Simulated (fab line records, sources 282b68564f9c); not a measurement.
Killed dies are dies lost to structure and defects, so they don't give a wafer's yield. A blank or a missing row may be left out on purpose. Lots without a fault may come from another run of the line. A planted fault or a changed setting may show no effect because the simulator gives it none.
A struck lot beside a sound one | flow rit_cmos | 43 steps out of a route of 202
Sound: wafers L323.1, L323.2, L323.6. Struck: wafers L334.4, L334.5, L334.6. The cause comes at the end.
At each step with rows: each side's tool, then ch and its chambers, then its first start. Under that, the readings that differ: sound wafers | struck wafers | difference of the means | sigmas: that difference in standard deviations of wafers without a fault.
alike: readings whose means differ by less than 2 such deviations, and words and numbers that are the same on both sides. not compared: withheld readings, readings that some wafer has no value for, bounds like >300 that may hide the same value, and numbers for which the record gives no deviation and whose values overlap.
The two part at a step that has a row with sigmas, a row that says differs or no value, or rows on one side only. Numbers that don't overlap but have no deviation are shown without sigmas and don't part them. A reading that every wafer of one side lacks parts them only if that side has two wafers or more.

first, 4 steps without rows for these wafers: RIT_PLDD_SOFTBAKE_02 (time 60 s); RIT_PLDD_EXPOSE_03 (exposes mask M8, target cd 40900 nm); RIT_PLDD_PEB_04; RIT_PLDD_DEVELOP_05 (develop time 50 s).
RIT_PLDD_OVL_MEAS_06:
  sound on overlay-02, day 3 00:24; struck on overlay-01, day 5 12:28
  alike: PLDD_OVL
then, 2 steps without rows for these wafers: RIT_PLDD_HARDBAKE_07 (time 60 s); RIT_PLDD_IMPLANT_08.
RIT_PLDD_STRIP_09: strips in O2, time 180 s.
  sound on plasma_asher-02 ch 0,1, day 3 00:44; struck on plasma_asher-04 ch 0,1, day 5 12:50
  alike: drypump_motor_current_A
  not compared: rf_hours_counter_h
RIT_PLDD_TW_MEAS_10:
  sound on film_metro-02, day 3 00:55; struck on film_metro-03, day 5 12:59
  alike: PLDD_TW
then, 3 steps without rows for these wafers: RIT_SPACER_CLEAN_00 (cleans in SC1, time 600 s); RIT_SPACER_CLEAN_01 (cleans in dHF, time 30 s); RIT_SPACER_CLEAN_02 (cleans in SC2, time 600 s).
RIT_SPACER_CVD_03: deposits Si3N4 from SiH2Cl2/NH3, target thk 250 nm, time 3300 s.
  sound on lpcvd-01 ch 1, day 3 01:20; struck on lpcvd-01 ch 0, day 5 13:24
  reading                                  | sound           | struck          | difference | sigmas
  zone_power_centre_pct (%)                | 41 41 41        | 32 33 33        | -8         | -2
  model.Si3N4_of_SPACER_CVD_03.thk_nm (nm) | 252.9 250.8 252 | 169.9 169.1 169 | -82.6      |
  alike: spike_tc_load_C
RIT_SPACER_THK_MEAS_04:
  sound on film_metro-03, day 3 03:16; struck on film_metro-03, day 5 15:21
  reading                 | sound       | struck      | difference | sigmas
  SPACER_NITRIDE_THK (nm) | 253 251 252 | 170 169 169 | -83        | -27
RIT_SPACER_ETCHBACK_05: etches Si3N4 in SF6/CHF3, stops on SiO2, target depth 250 nm, time 240 s.
  sound on rie_diel-03 ch 0,1,2, day 3 03:19; struck on rie_diel-02 ch 1,2, day 5 15:23
  reading                  | sound             | struck            | difference | sigmas
  oes_product_au (a.u.)    | 0.832 0.831 0.828 | 0.644 0.647 0.635 | -0.188     | -13
  model.etch.depth_nm (nm) | 252.9 250.8 252   | 169.9 169.1 169   | -82.6      |
  alike: drypump_motor_current_A, throttle_valve_pct
  not compared: rf_hours_counter_h
then, 6 steps without rows for these wafers: RIT_NSD_HMDS_00 (prime time 60 s); RIT_NSD_COAT_01 (resist thk 1000 nm); RIT_NSD_SOFTBAKE_02 (time 60 s); RIT_NSD_EXPOSE_03 (exposes mask M9, target cd 40700 nm); RIT_NSD_PEB_04; RIT_NSD_DEVELOP_05 (develop time 50 s).
RIT_NSD_OVL_MEAS_06:
  sound on overlay-02, day 3 04:26; struck on overlay-01, day 5 16:31
  alike: NSD_OVL
then, 2 steps without rows for these wafers: RIT_NSD_HARDBAKE_07 (time 60 s); RIT_NSD_IMPLANT_08.
RIT_NSD_STRIP_09: strips in O2, time 180 s.
  sound on plasma_asher-01 ch 0,1, day 3 04:47; struck on plasma_asher-03 ch 0,1, day 5 16:54
  alike: drypump_motor_current_A
  not compared: rf_hours_counter_h
RIT_NSD_TW_MEAS_10:
  sound on film_metro-04, day 3 04:57; struck on film_metro-02, day 5 17:02
  alike: NSD_TW
then, 6 steps without rows for these wafers: RIT_PSD_HMDS_00 (prime time 60 s); RIT_PSD_COAT_01 (resist thk 1000 nm); RIT_PSD_SOFTBAKE_02 (time 60 s); RIT_PSD_EXPOSE_03 (exposes mask M10, target cd 40900 nm); RIT_PSD_PEB_04; RIT_PSD_DEVELOP_05 (develop time 50 s).
RIT_PSD_OVL_MEAS_06:
  sound on overlay-01, day 3 06:01; struck on overlay-01, day 5 18:04
  alike: PSD_OVL
then, 2 steps without rows for these wafers: RIT_PSD_HARDBAKE_07 (time 60 s); RIT_PSD_IMPLANT_08.
RIT_PSD_STRIP_09: strips in O2, time 180 s.
  sound on plasma_asher-01 ch 0,1, day 3 06:21; struck on plasma_asher-04 ch 0,1, day 5 18:27
  alike: drypump_motor_current_A
  not compared: rf_hours_counter_h
RIT_PSD_TW_MEAS_10:
  sound on film_metro-02, day 3 06:31; struck on film_metro-04, day 5 18:35
  alike: PSD_TW
then, 3 steps without rows for these wafers: RIT_SDANNEAL_CLEAN_00 (cleans in SC1, time 608.5 s); RIT_SDANNEAL_CLEAN_01 (cleans in dHF, time 30 s); RIT_SDANNEAL_CLEAN_02 (cleans in SC2, time 600 s).
RIT_SDANNEAL_RTA_03: time 5 s.
  sound on rtp_anneal-01 ch 0, day 3 06:57; struck on rtp_anneal-02 ch 0, day 5 19:01
  alike: wafer_temp_C_max
RIT_SDANNEAL_RS_MEAS_04: measures by four-point-probe.
  sound on film_metro-03, day 3 07:01; struck on film_metro-02, day 5 19:07
  alike: PSD_RS
RIT_SILICIDE_WET_ETCH_00: etches SiO2 in BOE, target depth 14 nm, time 15 s.
  sound on wet_bench-01 ch 0, day 3 07:29; struck on wet_bench-01 ch 2, day 5 19:32
  reading                                  | sound             | struck            | difference | sigmas
  model.Si3N4_of_SPACER_CVD_03.thk_nm (nm) | 196.2 196.7 196.2 | 132.6 131.6 132.6 | -64.1      |
  alike: bath_heat_duty_pct

WHERE THEY PART
First at RIT_SPACER_CVD_03; last, within this record, at RIT_SPACER_ETCHBACK_05. Later steps at which nothing parts them and some readings are alike: RIT_NSD_OVL_MEAS_06, RIT_NSD_STRIP_09, RIT_NSD_TW_MEAS_10, RIT_PSD_OVL_MEAS_06, RIT_PSD_STRIP_09, RIT_PSD_TW_MEAS_10, RIT_SDANNEAL_RTA_03, RIT_SDANNEAL_RS_MEAS_04, RIT_SILICIDE_WET_ETCH_00.

WHY: what the simulator had put in
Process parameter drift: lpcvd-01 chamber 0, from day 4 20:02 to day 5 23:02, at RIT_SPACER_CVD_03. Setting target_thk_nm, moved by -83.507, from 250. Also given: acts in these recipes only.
